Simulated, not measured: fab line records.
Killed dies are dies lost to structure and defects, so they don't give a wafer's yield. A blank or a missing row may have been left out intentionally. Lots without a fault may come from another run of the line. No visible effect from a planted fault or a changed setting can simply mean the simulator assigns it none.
Which of the tools did it? ; flow rit_cmos ; Sampling: 13 lots, 39 wafers, 3 of 202 route steps

WHAT EACH GAUGE READ, for each wafer
RIT_M1_RS_MEAS_01: uses a four-point probe to measure.
lot;measured;on;M1_AL_RS (ohm/sq)
L803;day 3 06:46;film_metro-03;0.0737 0.0751 0.0739
L804;day 3 12:34;film_metro-03;0.0744 0.0739 0.0744
L805;day 3 18:50;film_metro-03;0.0742 0.0734 0.0742
L806;day 3 23:35;film_metro-02;0.0747 0.0742 0.0753
L807;day 4 01:39;film_metro-04;0.0749 0.0745 0.0751
L809;day 4 13:18;film_metro-02;0.0731 0.0731 0.0735
L812;day 5 02:15;film_metro-03;0.0744 0.0746 0.0742
L813;day 5 08:16;film_metro-02;0.1133 0.1127 0.1126
L818;day 6 12:26;film_metro-02;0.0745 0.0736 0.0743
L820;day 6 19:23;film_metro-02;0.0744 0.0730 0.0739
L822;day 7 04:44;film_metro-04;0.0734 0.0736 0.0740
L824;day 7 16:25;film_metro-03;0.0726 0.0731 0.0729
L825;day 8 00:34;film_metro-03;0.0736 0.0734 0.0730

RIT_M1_THK_MEAS_02: measures by xrf.
lot;measured;on;M1_AL_THK (nm)
L803;day 3 06:51;film_metro-03;405 399 403
L804;day 3 12:41;film_metro-03;403 404 403
L805;day 3 18:56;film_metro-03;404 409 404
L806;day 3 23:42;film_metro-02;398 400 394
L807;day 4 01:46;film_metro-04;404 405 401
L809;day 4 13:24;film_metro-02;407 408 405
L812;day 5 02:21;film_metro-03;403 402 404
L813;day 5 08:23;film_metro-02;267 268 269
L818;day 6 12:33;film_metro-02;397 401 398
L820;day 6 19:30;film_metro-02;398 408 406
L822;day 7 04:50;film_metro-04;411 413 408
L824;day 7 16:30;film_metro-03;409 409 408
L825;day 8 00:41;film_metro-03;410 410 409

WHICH TOOL RAN EACH LOT (tool, then ch and the chambers of the sampled wafers, then the start)
lot;RIT_M1_SPUTTER_00
L803;pvd_sputter-03, day 3 06:25
L804;pvd_sputter-04, day 3 12:16
L805;pvd_sputter-03, day 3 18:29
L806;pvd_sputter-03, day 3 23:17
L807;pvd_sputter-04, day 4 01:20
L809;pvd_sputter-04, day 4 12:58
L812;pvd_sputter-03, day 5 01:55
L813;pvd_sputter-04, day 5 07:56
L818;pvd_sputter-03, day 6 12:08
L820;pvd_sputter-03, day 6 19:05
L822;pvd_sputter-03, day 7 04:25
L824;pvd_sputter-02, day 7 16:04
L825;pvd_sputter-03, day 8 00:16
- RIT_M1_SPUTTER_00: material Al, target thk 400 nm, time 500 s.

AS READ BY THE TOOLS THEMSELVES (means over the sampled wafers that have a number; for cases with no such wafer, the mark the record gives instead)
RIT_M1_SPUTTER_00.
lot;tool;substrate_temp_c (C);throttle_valve_pct (%)
L803;pvd_sputter-03;24.92;30.3
L804;pvd_sputter-04;24.95;30.6
L805;pvd_sputter-03;25.01;30.2
L806;pvd_sputter-03;25.06;29.5
L807;pvd_sputter-04;25.03;30.5
L809;pvd_sputter-04;25.09;28.9
L812;pvd_sputter-03;24.94;30.3
L813;pvd_sputter-04;25.02;29.8
L818;pvd_sputter-03;25.14;29.6
L820;pvd_sputter-03;24.92;29.8
L822;pvd_sputter-03;24.96;30.3
L824;pvd_sputter-02;25.08;30.4
L825;pvd_sputter-03;24.95;29.0

THE ANSWER, worked out from the rows above alone
Rule: usual is defined by the lots themselves. Put in order of their means at a reading, lots are off if they are a third of the lots or fewer, leave a main group of 4 or more, and stand apart from it by a gap of 3 or more times the standard deviation of the main group's means; of several such gaps the widest counts. A main group is skipped when, at the precision printed for the reading in the tables above, its means are all equal. A lot without any number at a reading at which 4 lots or more have one is off too. The other lots that the step has rows for count as sound. Order of review: gauges by route order, followed by the tools' own readings, for which a lot's mean as printed above is used. The first step at which some lot is off is used, and at that step the reading that is off furthest; a lot without a number counts as furthest.
Off: L813, at RIT_M1_RS_MEAS_01 (M1_AL_RS). The main group: mean 0.0739 ohm/sq, standard deviation 0.00058.
A tool fits if, at a process step before that reading, it ran every lot that is off, and no sound lot after the first of them. The gauges at RIT_M1_RS_MEAS_01 are tried like those tools. One fits: RIT_M1_SPUTTER_00 on pvd_sputter-04. Its last sound lot is L809 (day 4 12:58), its first lot that is off L813 (day 5 07:56): a fault that began between those two fits.

WHAT THE SIMULATOR HAD INSERTED
Process parameter drift: pvd_sputter-04, from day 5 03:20 on, at RIT_M1_SPUTTER_00. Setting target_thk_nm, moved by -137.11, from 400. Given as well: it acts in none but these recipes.
Struck lots among those shown: L813. The rule above found the same.
